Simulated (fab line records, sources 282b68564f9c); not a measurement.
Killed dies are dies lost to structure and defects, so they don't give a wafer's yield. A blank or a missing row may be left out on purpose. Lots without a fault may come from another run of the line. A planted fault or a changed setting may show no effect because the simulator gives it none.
Which tool did it? | flow rit_cmos | 15 lots, 45 wafers sampled, at 5 steps of a route of 202

WHAT THE GAUGES READ, wafer by wafer
RIT_NWELL_OVL_MEAS_06.
lot  | measured    | on         | NWELL_OVL (nm)
L429 | day 1 20:57 | overlay-01 | 2.0 0.8 0.5
L430 | day 2 01:20 | overlay-01 | 0.5 0.3 -0.2
L431 | day 2 06:16 | overlay-02 | 2.2 2.7 2.7
L432 | day 2 12:47 | overlay-01 | -1.2 0.0 -0.9
L433 | day 2 17:24 | overlay-01 | 0.4 2.0 2.5
L434 | day 2 21:53 | overlay-01 | -0.9 0.0 -1.0
L437 | day 3 14:34 | overlay-02 | -150.5 -151.5 -150.1
L438 | day 3 18:08 | overlay-02 | -150.7 -149.9 -150.4
L439 | day 4 02:46 | overlay-02 | -152.1 -152.1 -151.5
L443 | day 4 23:46 | overlay-02 | -0.8 -0.4 0.2
L444 | day 5 04:11 | overlay-01 | -0.2 -0.8 -0.8
L447 | day 5 17:57 | overlay-02 | -0.1 0.8 1.4
L449 | day 6 02:07 | overlay-01 | -2.7 -1.0 -1.5
L450 | day 6 08:02 | overlay-02 | 0.6 1.0 -0.1
L451 | day 6 11:59 | overlay-01 | 1.2 1.1 0.9

RIT_FOX2_THK_MEAS_91.
lot  | measured    | on            | FIELD_OXIDE_LEFT_2_THK (nm)
L429 | day 2 08:32 | film_metro-03 | 245 249 250
L430 | day 2 12:33 | film_metro-04 | 254 255 255
L431 | day 2 17:37 | film_metro-04 | 249 251 246
L432 | day 3 00:12 | film_metro-03 | 259 255 253
L433 | day 3 04:43 | film_metro-03 | 239 239 243
L434 | day 3 09:11 | film_metro-02 | 246 248 241
L437 | day 4 01:38 | film_metro-02 | 247 248 247
L438 | day 4 06:51 | film_metro-02 | 248 243 241
L439 | day 4 14:25 | film_metro-04 | 235 239 240
L443 | day 5 12:39 | film_metro-04 | 259 262 256
L444 | day 5 17:35 | film_metro-02 | 248 254 248
L447 | day 6 06:13 | film_metro-02 | 237 236 239
L449 | day 6 14:07 | film_metro-02 | 254 254 254
L450 | day 6 19:17 | film_metro-02 | 258 259 253
L451 | day 6 23:26 | film_metro-04 | 238 245 240

RIT_SDANNEAL_RS_MEAS_07: measures by four-point-probe.
lot  | measured    | on            | NLDD_RS (ohm/sq)
L429 | day 3 02:25 | film_metro-03 | 151.5 150.9 151.2
L430 | day 3 06:37 | film_metro-03 | 150.8 151.0 151.7
L431 | day 3 12:38 | film_metro-04 | 151.5 152.2 152.2
L432 | day 3 19:13 | film_metro-04 | 152.0 151.8 151.7
L433 | day 3 23:05 | film_metro-04 | 152.0 152.4 151.9
L434 | day 4 03:43 | film_metro-01 | 152.0 151.8 151.9
L437 | day 5 00:23 | film_metro-01 | 152.2 151.9 151.8
L438 | day 5 04:10 | film_metro-03 | 151.0 151.4 151.3
L439 | day 5 16:44 | film_metro-01 | 152.3 152.9 152.5
L443 | day 6 10:32 | film_metro-01 | 150.7 151.0 150.1
L444 | day 6 15:17 | film_metro-04 | 151.2 151.7 151.4
L447 | day 7 01:29 | film_metro-04 | 152.7 152.5 152.5
L449 | day 7 09:34 | film_metro-01 | 152.7 152.1 152.2
L450 | day 7 13:41 | film_metro-01 | 151.8 151.4 151.8
L451 | day 7 17:20 | film_metro-04 | 152.3 151.6 152.7

WHICH TOOL RAN EACH LOT (tool, then ch and the chambers of the sampled wafers, then the start)
lot  | RIT_ACTIVE_STRIP_14                 | RIT_NWELL_EXPOSE_03
L429 | plasma_asher-03 ch 0,1, day 1 15:33 | iline_stepper-02 ch 0, day 1 20:31
L430 | plasma_asher-03 ch 0,1, day 1 19:58 | iline_stepper-02 ch 0, day 2 00:54
L431 | plasma_asher-04 ch 1, day 2 00:58   | iline_stepper-02 ch 0, day 2 05:50
L432 | plasma_asher-02 ch 0, day 2 05:58   | iline_stepper-01 ch 0, day 2 12:22
L433 | plasma_asher-02 ch 0,1, day 2 10:58 | iline_stepper-01 ch 0, day 2 16:58
L434 | plasma_asher-03 ch 0,1, day 2 16:33 | iline_stepper-01 ch 0, day 2 21:27
L437 | plasma_asher-02 ch 0,1, day 3 07:02 | iline_stepper-02 ch 0, day 3 14:10
L438 | plasma_asher-04 ch 0,1, day 3 11:57 | iline_stepper-02 ch 0, day 3 17:43
L439 | plasma_asher-04 ch 1, day 3 18:43   | iline_stepper-02 ch 0, day 4 02:22
L443 | plasma_asher-03 ch 0,1, day 4 12:58 | iline_stepper-01 ch 0, day 4 23:20
L444 | plasma_asher-03 ch 0,1, day 4 21:40 | iline_stepper-01 ch 0, day 5 03:47
L447 | plasma_asher-04 ch 0,1, day 5 12:30 | iline_stepper-01 ch 0, day 5 17:30
L449 | plasma_asher-02 ch 0,1, day 5 18:50 | iline_stepper-01 ch 0, day 6 01:42
L450 | plasma_asher-02 ch 0,1, day 6 02:10 | iline_stepper-01 ch 0, day 6 07:29
L451 | plasma_asher-02 ch 0,1, day 6 06:44 | iline_stepper-01 ch 0, day 6 11:35
- RIT_ACTIVE_STRIP_14: strips in O2, time 180 s.
- RIT_NWELL_EXPOSE_03: exposes mask M2, target cd 43900 nm.

WHAT THE TOOLS THEMSELVES READ (means of the sampled wafers that have a number; where no wafer has one, the mark that the record gives instead)
RIT_ACTIVE_STRIP_14.
lot  | tool            | drypump_motor_current_A (A)
L429 | plasma_asher-03 | 5.4
L430 | plasma_asher-03 | 5.5
L431 | plasma_asher-04 | 6.3
L432 | plasma_asher-02 | 6.1
L433 | plasma_asher-02 | 5.4
L434 | plasma_asher-03 | 5.8
L437 | plasma_asher-02 | 5.8
L438 | plasma_asher-04 | 6.1
L439 | plasma_asher-04 | 6.3
L443 | plasma_asher-03 | 5.4
L444 | plasma_asher-03 | 5.4
L447 | plasma_asher-04 | 6.0
L449 | plasma_asher-02 | 5.8
L450 | plasma_asher-02 | 5.8
L451 | plasma_asher-02 | 5.8

THE ANSWER, worked out from the rows above alone
Rule: what is usual is taken from the lots themselves. Put in order of their means at a reading, lots are off if they are a third of the lots or fewer, leave a main group of 4 or more, and stand apart from it by a gap of 3 or more times the standard deviation of the main group's means; of several such gaps the widest counts. A main group whose means are all the same, to the digits that the tables above print for the reading, isn't used. A lot without any number at a reading at which 4 lots or more have one is off too. The other lots that the step has rows for count as sound. The gauges are gone through in route order, then the tools' own readings, and for those a lot's mean is taken as printed above. The first step at which some lot is off is used, and at that step the reading that is off furthest; a lot without a number counts as furthest.
Off: L437, L438, L439, at RIT_NWELL_OVL_MEAS_06 (NWELL_OVL). The main group: mean 0.3 nm, standard deviation 1.1.
A tool fits if, at a process step before that reading, it ran every lot that is off, and no sound lot after the first of them. The gauges at RIT_NWELL_OVL_MEAS_06 are tried like those tools. One fits: iline_stepper-02 at RIT_NWELL_EXPOSE_03. Its last sound lot is L431 (day 2 05:50), its first lot that is off L437 (day 3 14:10): a fault that began between those two fits.

WHAT THE SIMULATOR HAD PUT IN
Scanner matching overlay: iline_stepper-02, from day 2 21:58 on, at RIT_NWELL_EXPOSE_03. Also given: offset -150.
Lots struck among those shown: L437, L438, L439. The rule above found the same.
